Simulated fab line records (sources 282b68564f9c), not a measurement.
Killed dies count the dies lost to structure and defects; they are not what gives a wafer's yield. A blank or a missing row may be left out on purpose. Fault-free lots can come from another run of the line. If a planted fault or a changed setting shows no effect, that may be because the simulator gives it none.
A single fault, viewed from 2 desks    flow rit cmos    what lay behind the numbers comes last; until then each desk has only its own

DESK OF THE TOOL OWNER: pecvd-03
The tool's own readings at RIT_CONTACT_CVD_00 (deposits SiO2 from TEOS, target thk 400 nm, time 61 s): means of the sampled wafers that have a number, for each lot that ran on this tool. A lot is out of limits, marked OUT, if its mean lies more than 4 standard deviations from the usual mean; the brackets give that distance.
Columns: A = heater power w at RIT_CONTACT_CVD_00, usual 292 W; B = run length s at RIT_CONTACT_CVD_00, usual 89.0 s
lot   first seen here  A    B
L926  day 3 13:30      266  89.2
L929  day 4 02:46      279  89.3
L935  day 5 09:51      264  82.9 (-13) OUT
L938  day 6 01:08      250  76.6 (-28) OUT
Finding of this desk: L935, L938 out of limits; the first was L935 at day 5 09:51, on run length s at RIT_CONTACT_CVD_00. In limits: L926, L929.

AT THE METROLOGY DESK
What the gauges read, lot by lot, whatever tool the lot ran on: means of the sampled wafers that have a number. A lot is out of limits, marked OUT, if its mean lies more than 4 standard deviations from the usual mean; the brackets give that distance.
Columns: A = CONTACT_TEOS_THK at RIT_CONTACT_THK_MEAS_01, usual 398 nm
lot   first seen here  A
L925  day 3 06:40      398
L926  day 3 13:33      397
L927  day 3 19:50      399
L928  day 3 23:05      396
L929  day 4 02:49      396
L930  day 4 07:41      399
L931  day 4 14:11      399
L933  day 4 23:27      396
L935  day 5 09:55      364 (-5.8) OUT
L936  day 5 19:29      395
L937  day 5 21:29      398
L938  day 6 01:12      320 (-13) OUT
L943  day 7 03:14      403
L946  day 7 16:59      398
Per this desk, out of limits: L935, L938; the first was L935, day 5 09:55 (CONTACT_TEOS_THK at RIT_CONTACT_THK_MEAS_01). In limits: L925, L926, L927, L928, L929, L930, L931, L933, L936, L937, L943, L946.

TAKEN TOGETHER
On L935, L938, at day 5 09:51, an alarm was possible from the tool owner's desk.
An alarm was possible from the metrology desk at day 5 09:55, on L935, L938.
Of the lots named, all ran RIT_CONTACT_CVD_00 on pecvd-03.

WHAT THE SIMULATOR HAD PUT IN
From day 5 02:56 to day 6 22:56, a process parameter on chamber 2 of pecvd-03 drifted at RIT_CONTACT_CVD_00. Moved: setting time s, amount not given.
Lots struck among those shown: L935, L938.
Delay (hours) between the fault's onset and each desk's first out-of-limits reading: 7 at the tool owner's desk, 7 at the metrology desk.
